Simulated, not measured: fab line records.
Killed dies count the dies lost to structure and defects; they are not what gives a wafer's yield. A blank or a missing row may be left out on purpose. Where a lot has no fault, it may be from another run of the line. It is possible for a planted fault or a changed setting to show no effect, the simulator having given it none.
The tool behind it: which one? || flow berkeley cmos170 || 42 wafers from 14 lots sampled at 4 of the route's 331 steps

== WHAT THE GAUGES SHOWED, per wafer ==
UCB170_SACOX_THK_MEAS_02. Usual: SACOX_OXIDE_THK gives 14.31 nm (standard deviation 0.26).
{"lot": "L409", "measured": "day 5 05:29", "on": "film metro-02", "SACOX_OXIDE_THK (nm)": "14.30 14.40 14.31", "flag": ""}
{"lot": "L410", "measured": "day 5 05:31", "on": "film metro-01", "SACOX_OXIDE_THK (nm)": "14.17 14.30 14.18", "flag": ""}
{"lot": "L411", "measured": "day 5 05:30", "on": "film metro-04", "SACOX_OXIDE_THK (nm)": "14.19 14.27 14.37", "flag": ""}
{"lot": "L412", "measured": "day 5 23:42", "on": "film metro-02", "SACOX_OXIDE_THK (nm)": "14.06 13.86 14.32", "flag": ""}
{"lot": "L413", "measured": "day 5 23:43", "on": "film metro-04", "SACOX_OXIDE_THK (nm)": "14.11 14.19 14.41", "flag": ""}
{"lot": "L414", "measured": "day 6 04:13", "on": "film metro-04", "SACOX_OXIDE_THK (nm)": "14.23 14.23 14.18", "flag": ""}
{"lot": "L416", "measured": "day 6 20:51", "on": "film metro-01", "SACOX_OXIDE_THK (nm)": "14.24 14.46 14.35", "flag": ""}
{"lot": "L417", "measured": "day 6 20:49", "on": "film metro-02", "SACOX_OXIDE_THK (nm)": "14.44 14.41 14.54", "flag": ""}
{"lot": "L418", "measured": "day 7 17:31", "on": "film metro-04", "SACOX_OXIDE_THK (nm)": "14.04 14.21 14.07", "flag": ""}
{"lot": "L420", "measured": "day 7 17:35", "on": "film metro-04", "SACOX_OXIDE_THK (nm)": "14.61 14.77 14.62", "flag": ""}
{"lot": "L423", "measured": "day 8 00:56", "on": "film metro-04", "SACOX_OXIDE_THK (nm)": "13.98 14.20 14.02", "flag": ""}
{"lot": "L425", "measured": "day 8 15:11", "on": "film metro-01", "SACOX_OXIDE_THK (nm)": "14.20 14.20 14.41", "flag": ""}
{"lot": "L428", "measured": "day 9 03:07", "on": "film metro-04", "SACOX_OXIDE_THK (nm)": "14.45 14.25 14.27", "flag": ""}
{"lot": "L432", "measured": "day 9 10:47", "on": "film metro-04", "SACOX_OXIDE_THK (nm)": "14.35 14.40 14.26", "flag": ""}

UCB170_GATE_CD_MEAS_90 targets a cd of 350 nm. Usual: 349.6 nm for cd nm, sd 1.4.
{"lot": "L409", "measured": "day 6 04:24", "on": "cd sem-02", "cd nm (nm)": "350.2 348.4 348.6", "flag": ""}
{"lot": "L410", "measured": "day 6 04:02", "on": "cd sem-02", "cd nm (nm)": "348.9 348.0 348.8", "flag": ""}
{"lot": "L411", "measured": "day 6 04:08", "on": "cd sem-02", "cd nm (nm)": "349.9 349.7 349.1", "flag": ""}
{"lot": "L412", "measured": "day 7 06:00", "on": "cd sem-02", "cd nm (nm)": "350.8 349.3 350.4", "flag": ""}
{"lot": "L413", "measured": "day 7 06:18", "on": "cd sem-02", "cd nm (nm)": "350.7 350.0 352.6", "flag": ""}
{"lot": "L414", "measured": "day 7 06:07", "on": "cd sem-02", "cd nm (nm)": "352.9 350.8 351.9", "flag": ""}
{"lot": "L416", "measured": "day 8 03:07", "on": "cd sem-02", "cd nm (nm)": "352.1 351.4 350.5", "flag": ""}
{"lot": "L417", "measured": "day 8 02:49", "on": "cd sem-01", "cd nm (nm)": "350.8 350.7 351.3", "flag": ""}
{"lot": "L418", "measured": "day 8 18:46", "on": "cd sem-02", "cd nm (nm)": "350.9 350.5 350.5", "flag": ""}
{"lot": "L420", "measured": "day 8 19:47", "on": "cd sem-02", "cd nm (nm)": "349.2 350.1 349.7", "flag": ""}
{"lot": "L423", "measured": "day 9 01:30", "on": "cd sem-01", "cd nm (nm)": "349.8 349.1 350.0", "flag": ""}
{"lot": "L425", "measured": "day 9 17:04", "on": "cd sem-01", "cd nm (nm)": "349.6 349.8 347.3", "flag": ""}
{"lot": "L428", "measured": "day 10 07:55", "on": "cd sem-02", "cd nm (nm)": "351.5 349.6 349.2", "flag": ""}
{"lot": "L432", "measured": "day 10 11:26", "on": "cd sem-01", "cd nm (nm)": "349.8 349.5 348.8", "flag": ""}

== WHAT TOOL EACH LOT RAN ON (gives the tool, then ch and the chambers of the sampled wafers, and finally the start) ==
{"lot": "L409", "UCB170_ZERO_ETCH_06": "rie diel-03 ch 0,1,2, day 1 18:30", "UCB170_PVT_STRIP_08": "plasma asher-02 ch 0,1, day 5 16:36"}
{"lot": "L410", "UCB170_ZERO_ETCH_06": "rie diel-02 ch 1,2,3, day 2 03:28", "UCB170_PVT_STRIP_08": "plasma asher-01 ch 0,1, day 5 16:05"}
{"lot": "L411", "UCB170_ZERO_ETCH_06": "rie diel-03 ch 0,3, day 2 04:59", "UCB170_PVT_STRIP_08": "plasma asher-02 ch 0,1, day 5 15:47"}
{"lot": "L412", "UCB170_ZERO_ETCH_06": "rie diel-02 ch 0,1,2, day 2 09:43", "UCB170_PVT_STRIP_08": "plasma asher-04 ch 0,1, day 6 14:51"}
{"lot": "L413", "UCB170_ZERO_ETCH_06": "rie diel-03 ch 0,2,3, day 2 13:19", "UCB170_PVT_STRIP_08": "plasma asher-02 ch 0,1, day 6 14:10"}
{"lot": "L414", "UCB170_ZERO_ETCH_06": "rie diel-01 ch 0,2,3, day 2 19:01", "UCB170_PVT_STRIP_08": "plasma asher-02 ch 0,1, day 6 17:47"}
{"lot": "L416", "UCB170_ZERO_ETCH_06": "rie diel-01 ch 2,3, day 3 11:01", "UCB170_PVT_STRIP_08": "plasma asher-02 ch 0,1, day 7 15:44"}
{"lot": "L417", "UCB170_ZERO_ETCH_06": "rie diel-03 ch 1,2,3, day 3 17:33", "UCB170_PVT_STRIP_08": "plasma asher-02 ch 1, day 7 15:22"}
{"lot": "L418", "UCB170_ZERO_ETCH_06": "rie diel-01 ch 0,1, day 3 21:19", "UCB170_PVT_STRIP_08": "plasma asher-04 ch 0,1, day 8 08:16"}
{"lot": "L420", "UCB170_ZERO_ETCH_06": "rie diel-02 ch 0,1,3, day 4 02:05", "UCB170_PVT_STRIP_08": "plasma asher-04 ch 0,1, day 8 09:23"}
{"lot": "L423", "UCB170_ZERO_ETCH_06": "rie diel-03 ch 0,2,3, day 4 16:53", "UCB170_PVT_STRIP_08": "plasma asher-04 ch 0,1, day 8 14:19"}
{"lot": "L425", "UCB170_ZERO_ETCH_06": "rie diel-03 ch 1,2,3, day 5 04:57", "UCB170_PVT_STRIP_08": "plasma asher-01 ch 0,1, day 9 03:55"}
{"lot": "L428", "UCB170_ZERO_ETCH_06": "rie diel-02 ch 2,3, day 5 16:43", "UCB170_PVT_STRIP_08": "plasma asher-01 ch 0,1, day 9 18:06"}
{"lot": "L432", "UCB170_ZERO_ETCH_06": "rie diel-01 ch 0,2, day 6 11:50", "UCB170_PVT_STRIP_08": "plasma asher-01 ch 0,1, day 9 20:58"}
- UCB170_ZERO_ETCH_06: etches SiO2 in CHF3/CF4/Ar, time 12 s.
- UCB170_PVT_STRIP_08: strips in O2.

== AS READ BY THE TOOLS THEMSELVES (means over the sampled wafers that have a number; for cases with no such wafer, the mark the record gives instead) ==
UCB170_ZERO_ETCH_06. Usual: cf4 flow sccm 10.003 sccm, standard deviation 0.027; drypump motor current A 5.9 A, standard deviation 0.49; oes product au 0.613 a.u., standard deviation 0.0095; throttle valve pct 9.21 %, standard deviation 0.15.
{"lot": "L409", "tool": "rie diel-03", "cf4 flow sccm (sccm)": 10.003, "drypump motor current A (A)": 5.4, "oes product au (a.u.)": 0.616, "throttle valve pct (%)": 9.29, "flag": ""}
{"lot": "L410", "tool": "rie diel-02", "cf4 flow sccm (sccm)": 9.997, "drypump motor current A (A)": 6.2, "oes product au (a.u.)": 0.610, "throttle valve pct (%)": 9.13, "flag": ""}
{"lot": "L411", "tool": "rie diel-03", "cf4 flow sccm (sccm)": 9.993, "drypump motor current A (A)": 5.8, "oes product au (a.u.)": 0.626, "throttle valve pct (%)": 9.25, "flag": ""}
{"lot": "L412", "tool": "rie diel-02", "cf4 flow sccm (sccm)": 10.001, "drypump motor current A (A)": 5.9, "oes product au (a.u.)": 0.606, "throttle valve pct (%)": 9.11, "flag": ""}
{"lot": "L413", "tool": "rie diel-03", "cf4 flow sccm (sccm)": 10.012, "drypump motor current A (A)": 5.8, "oes product au (a.u.)": 0.613, "throttle valve pct (%)": 9.26, "flag": ""}
{"lot": "L414", "tool": "rie diel-01", "cf4 flow sccm (sccm)": 9.988, "drypump motor current A (A)": 6.0, "oes product au (a.u.)": 0.611, "throttle valve pct (%)": 9.13, "flag": ""}
{"lot": "L416", "tool": "rie diel-01", "cf4 flow sccm (sccm)": 10.018, "drypump motor current A (A)": 5.7, "oes product au (a.u.)": 0.615, "throttle valve pct (%)": 9.20, "flag": ""}
{"lot": "L417", "tool": "rie diel-03", "cf4 flow sccm (sccm)": 9.964, "drypump motor current A (A)": 5.7, "oes product au (a.u.)": 0.610, "throttle valve pct (%)": 9.23, "flag": ""}
{"lot": "L418", "tool": "rie diel-01", "cf4 flow sccm (sccm)": 9.990, "drypump motor current A (A)": 6.3, "oes product au (a.u.)": 0.609, "throttle valve pct (%)": 9.18, "flag": ""}
{"lot": "L420", "tool": "rie diel-02", "cf4 flow sccm (sccm)": 10.024, "drypump motor current A (A)": 5.8, "oes product au (a.u.)": 0.611, "throttle valve pct (%)": 9.23, "flag": ""}
{"lot": "L423", "tool": "rie diel-03", "cf4 flow sccm (sccm)": 10.016, "drypump motor current A (A)": 5.8, "oes product au (a.u.)": 0.612, "throttle valve pct (%)": 9.27, "flag": ""}
{"lot": "L425", "tool": "rie diel-03", "cf4 flow sccm (sccm)": 10.055, "drypump motor current A (A)": 5.7, "oes product au (a.u.)": 0.613, "throttle valve pct (%)": 9.23, "flag": ""}
{"lot": "L428", "tool": "rie diel-02", "cf4 flow sccm (sccm)": 9.988, "drypump motor current A (A)": 6.5, "oes product au (a.u.)": 0.615, "throttle valve pct (%)": 9.16, "flag": ""}
{"lot": "L432", "tool": "rie diel-01", "cf4 flow sccm (sccm)": 10.030, "drypump motor current A (A)": 6.1, "oes product au (a.u.)": 0.612, "throttle valve pct (%)": 9.15, "flag": ""}

UCB170_PVT_STRIP_08. Usual: drypump motor current A 6.1 A, standard deviation 0.46; oes product au 0.734 a.u., standard deviation 0.0042; strip time to endpoint s 21.64 s, standard deviation 0.069.
{"lot": "L409", "tool": "plasma asher-02", "drypump motor current A (A)": 6.1, "oes product au (a.u.)": 0.733, "strip time to endpoint s (s)": 21.63, "flag": ""}
{"lot": "L410", "tool": "plasma asher-01", "drypump motor current A (A)": 5.9, "oes product au (a.u.)": 0.731, "strip time to endpoint s (s)": 21.74, "flag": ""}
{"lot": "L411", "tool": "plasma asher-02", "drypump motor current A (A)": 6.1, "oes product au (a.u.)": 0.734, "strip time to endpoint s (s)": 21.63, "flag": ""}
{"lot": "L412", "tool": "plasma asher-04", "drypump motor current A (A)": 6.1, "oes product au (a.u.)": 0.740, "strip time to endpoint s (s)": 21.64, "flag": ""}
{"lot": "L413", "tool": "plasma asher-02", "drypump motor current A (A)": 6.1, "oes product au (a.u.)": 0.736, "strip time to endpoint s (s)": 21.64, "flag": ""}
{"lot": "L414", "tool": "plasma asher-02", "drypump motor current A (A)": 6.1, "oes product au (a.u.)": 0.733, "strip time to endpoint s (s)": 21.55, "flag": ""}
{"lot": "L416", "tool": "plasma asher-02", "drypump motor current A (A)": 6.1, "oes product au (a.u.)": 0.678, "strip time to endpoint s (s)": 21.63, "flag": "OFF"}
{"lot": "L417", "tool": "plasma asher-02", "drypump motor current A (A)": 5.9, "oes product au (a.u.)": 0.675, "strip time to endpoint s (s)": 21.65, "flag": "OFF"}
{"lot": "L418", "tool": "plasma asher-04", "drypump motor current A (A)": 6.1, "oes product au (a.u.)": 0.738, "strip time to endpoint s (s)": 21.67, "flag": ""}
{"lot": "L420", "tool": "plasma asher-04", "drypump motor current A (A)": 6.1, "oes product au (a.u.)": 0.735, "strip time to endpoint s (s)": 21.70, "flag": ""}
{"lot": "L423", "tool": "plasma asher-04", "drypump motor current A (A)": 5.8, "oes product au (a.u.)": 0.735, "strip time to endpoint s (s)": 21.64, "flag": ""}
{"lot": "L425", "tool": "plasma asher-01", "drypump motor current A (A)": 5.9, "oes product au (a.u.)": 0.735, "strip time to endpoint s (s)": 21.64, "flag": ""}
{"lot": "L428", "tool": "plasma asher-01", "drypump motor current A (A)": 5.9, "oes product au (a.u.)": 0.735, "strip time to endpoint s (s)": 21.73, "flag": ""}
{"lot": "L432", "tool": "plasma asher-01", "drypump motor current A (A)": 5.9, "oes product au (a.u.)": 0.733, "strip time to endpoint s (s)": 21.79, "flag": ""}

== THE ANSWER, worked out from the rows above alone ==
Rule: lot off if the mean of its wafers having a number is beyond 3 standard deviations from the usual mean. A lot without any number at a reading at which 4 lots or more have one is off too. Where the step has rows for the other lots, those lots are counted as sound. First the gauges in route order, then the tools' own readings, where a lot's mean is used as printed above. The first step at which some lot is off is used, and at that step the reading that is off furthest; a lot without a number counts as furthest.
Off at UCB170_PVT_STRIP_08 (oes product au): L416, L417.
A tool fits if, at that step or a process step before it, it ran every lot that is off, and no sound lot after the first of them. One fits: plasma asher-02 at UCB170_PVT_STRIP_08. A fault onset in the window from L414 (day 6 17:47, its last sound lot) to L417 (day 7 15:22, its first lot off) fits.
The tool's own readings at UCB170_PVT_STRIP_08 bear it out: on the lots that are off they differ by more than 5 times the standard deviation of the sound lots' means. oes product au reads 0.677 a.u. there against 0.735 a.u. on the sound lots.

== WHAT THE SIMULATOR HAD PUT IN ==
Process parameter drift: plasma asher-02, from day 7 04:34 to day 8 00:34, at UCB170_PVT_STRIP_08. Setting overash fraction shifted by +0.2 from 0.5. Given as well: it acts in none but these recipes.
Shown lots that were struck: L417, L416. The rule above reached the same finding.
